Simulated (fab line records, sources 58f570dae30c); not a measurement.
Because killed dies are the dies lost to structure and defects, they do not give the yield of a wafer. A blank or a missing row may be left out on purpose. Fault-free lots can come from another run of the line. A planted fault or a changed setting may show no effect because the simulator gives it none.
Code-filled problem report in 8D (eight disciplines) form + flow berkeley cmos170 + the parts of the form that need people (team, actions taken, sign-off) are left out

## 1. THE PROBLEM
Across 6 wafers from 2 lots, PLDD_RS at UCB170_SDANNEAL_RS_MEAS_04 averages 1066.2 ohm/sq, while fault-free wafers read 1033.3 ohm/sq with a standard deviation of 2.9. Measured from the usual mean, that is +11 standard deviations.
The step: measures by four-point-probe.
Earliest sighting: wafer L420.2 on film metro-02 at day 13 07:08. The record has a number at this step for 42 wafers belonging to 14 lots. Rule for "out" (also "out of limits"): further than 4 standard deviations from the usual mean. Any other wafer with a number is counted as sound.

## 2. WHAT IT IS, WHAT IT ISN'T
| question                    | is                           | is not                                                                 |
|-----------------------------|------------------------------|------------------------------------------------------------------------|
| which readings at this step | PLDD_RS                      | -                                                                      |
| which lots                  | L420, L421                   | L398, L399, L400, L401, L402, L404, L406, L407, L410, L411, L413, L416 |
| which wafers of those lots  | all that have a number       | -                                                                      |
| read on which gauges        | film metro-02, film metro-04 | film metro-01                                                          |
| when                        | from day 13 07:08            | up to then (36 sound wafers)                                           |

## 3. WHAT RULES OUT EACH SUSPECT
Counting: a tool at a process step up to the reading stays a suspect if it ran every lot that is out and no sound lot after the first of them.
- the gauge at UCB170_SDANNEAL_RS_MEAS_04 has been ruled out. Those wafers that are out were read across 2 gauges (film metro-02, film metro-04).
- furnace-02 at UCB170_SPACER_ANNEAL_02 (time 1800 s): kept. It ran every lot that is out, first L420 (day 13 00:00), and no sound lot after that; its last sound lot up to then is L413 (day 11 18:51).
The count leaves furnace-02 at UCB170_SPACER_ANNEAL_02.

## 4. THE CAUSE (what the simulator had put in)
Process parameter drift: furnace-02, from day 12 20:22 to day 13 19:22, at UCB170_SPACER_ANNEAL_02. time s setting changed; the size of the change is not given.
Only this tool survived the counting.

## 5. SEQUENCE OF EFFECTS, ordered by route
Rows list readings where the struck wafers' mean (over those with a number) sits beyond 3 standard deviations from the usual. Readings are gone through only where the record gives a usual standard deviation; hours: the median, over the lots, of the time from a lot's start at the first step in this table giving one to that lot's start at this step; sigmas: the change measured in usual standard deviations.
| hours | step                       | reading | usual         | on struck wafers | change | sigmas |
|-------|----------------------------|---------|---------------|------------------|--------|--------|
| 0     | UCB170_SDANNEAL_RS_MEAS_04 | PLDD_RS | 1033.3 ohm/sq | 1066.2           | +32.9  | +11    |
Later measuring or inspecting steps at which every struck wafer that the step has a row for has a number for every such reading, and none has moved that far: UCB170_SDANNEAL_RS_MEAS_05, UCB170_CONTACT_CD_MEAS_15.

## 6. HOW IT WOULD HAVE BEEN CAUGHT EARLIER
In this record the first reading out of limits at a measuring or inspecting step was taken at day 13 07:08, 11 hours after the fault began at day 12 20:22.
By day 13 07:08, every lot that is out (2) had started UCB170_SPACER_ANNEAL_02 on furnace-02. A hold on the tool at that time would have spared none of them.
